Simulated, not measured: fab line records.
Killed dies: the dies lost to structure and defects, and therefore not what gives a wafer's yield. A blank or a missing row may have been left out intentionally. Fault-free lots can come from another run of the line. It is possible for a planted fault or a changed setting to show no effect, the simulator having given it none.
Comparing a struck lot with a sound one	flow rit cmos	15 steps out of a route of 202
Sound: wafers L237.1, L237.4, L237.6. Wafers struck: L238.3, L238.4, L238.5. The cause is named last.
At each step with rows: each side's tool, then ch and its chambers, then its first start. Under that, the readings that differ: sound wafers	struck wafers	difference of the means	sigmas: that difference in standard deviations of wafers without a fault.
alike: a reading whose means differ by less than 2 such deviations, as well as words and numbers matching on both sides. not compared: withheld readings; readings where some wafer has no value; bounds like >300 that might hide an equal value; numbers whose values overlap and for which the record gives no deviation.
A row with sigmas, a row that says differs or no value, or rows on one side alone: a step with any of these is where the two part. When numbers do not overlap yet have no deviation, they are printed without sigmas and do not part them. A reading missing from all wafers of one side parts the sides only when that side holds two or more wafers.

first, 4 steps without rows for these wafers: RIT_PLDD_SOFTBAKE_02 (time 60 s); RIT_PLDD_EXPOSE_03 (exposes mask M8, target cd 40900 nm); RIT_PLDD_PEB_04; RIT_PLDD_DEVELOP_05 (develop time 50 s).
RIT_PLDD_OVL_MEAS_06:
  sound on overlay-01 at day 4 21:26; struck on overlay-01 at day 5 07:49
  alike: PLDD_OVL
then, 2 steps without rows for these wafers: RIT_PLDD_HARDBAKE_07 (time 60 s); RIT_PLDD_IMPLANT_08.
RIT_PLDD_STRIP_09: strips in O2, time 180 s.
  sound on plasma asher-01 ch 0,1, day 4 21:51; struck on plasma asher-03 ch 0,1, day 5 08:12
  alike: drypump motor current A
  not compared: rf hours counter h
RIT_PLDD_TW_MEAS_10:
  sound on film metro-02 at day 4 22:02; struck on film metro-01 at day 5 08:20
  alike: PLDD_TW
then, 3 steps without rows for these wafers: RIT_SPACER_CLEAN_00 (cleans in SC1, time 600 s); RIT_SPACER_CLEAN_01 (cleans in dHF, time 30 s); RIT_SPACER_CLEAN_02 (cleans in SC2, time 600 s).
RIT_SPACER_CVD_03: deposits Si3N4 from SiH2Cl2/NH3, target thk 250 nm, time 3300 s.
  sound on lpcvd-02 ch 0, day 4 22:49; struck on lpcvd-01 ch 0, day 5 08:46
reading	sound	struck	difference	sigmas
spike tc centre C (C)	810.8 809.1 810.8	857.2 858.2 856.4	+47.0	+29
spike tc load C (C)	835 836 837	885 883 885	+48	+14
spike tc source C (C)	830.2 831.0 833.1	873.5 874.7 873.7	+42.5	+18
susceptor temp C (C)	810.2 810.0 809.9	855.0 855.0 855.4	+45.1	+99 or more
model.Si3N4_of_SPACER_CVD_03.thk nm (nm)	250.3 249.9 251.6	423 422.2 423.8	+172	
  alike: pressure mtorr, zone power load pct
RIT_SPACER_THK_MEAS_04:
  sound on film metro-04 at day 5 00:44; struck on film metro-02 at day 5 10:42
reading	sound	struck	difference	sigmas
SPACER_NITRIDE_THK (nm)	250.4 250.0 251.6	423.0 422.1 423.6	+172.2	+78
RIT_SPACER_ETCHBACK_05: etches Si3N4 in SF6/CHF3, stops on SiO2, target depth 250 nm, time 240 s.
  sound on rie diel-02 ch 2,3, day 5 00:48; struck on rie diel-02 ch 0,3, day 5 10:44
reading	sound	struck	difference	sigmas
oes product au (a.u.)	0.827 0.848 0.824	1.037 1.013 1.026	+0.192	+15
throttle valve pct (%)	9.97 10.35 9.98	10.41 10.54 10.51	+0.39	+2
model.Si3N4_of_SPACER_CVD_03.thk nm (nm)	198.5 195.4 198.6	328.6 327.1 327.8	+130.3	
model.etch.depth nm (nm)	250.3 249.9 251.6	322.8 325.9 327.5	+74.8	
  alike: drypump motor current A
  not compared: rf hours counter h

WHERE THEY PART
Last at RIT_SPACER_ETCHBACK_05 as far as this record goes, first at RIT_SPACER_CVD_03.

WHY: what the simulator had put in
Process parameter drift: lpcvd-01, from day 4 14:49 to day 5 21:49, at RIT_SPACER_CVD_03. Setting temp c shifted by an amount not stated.
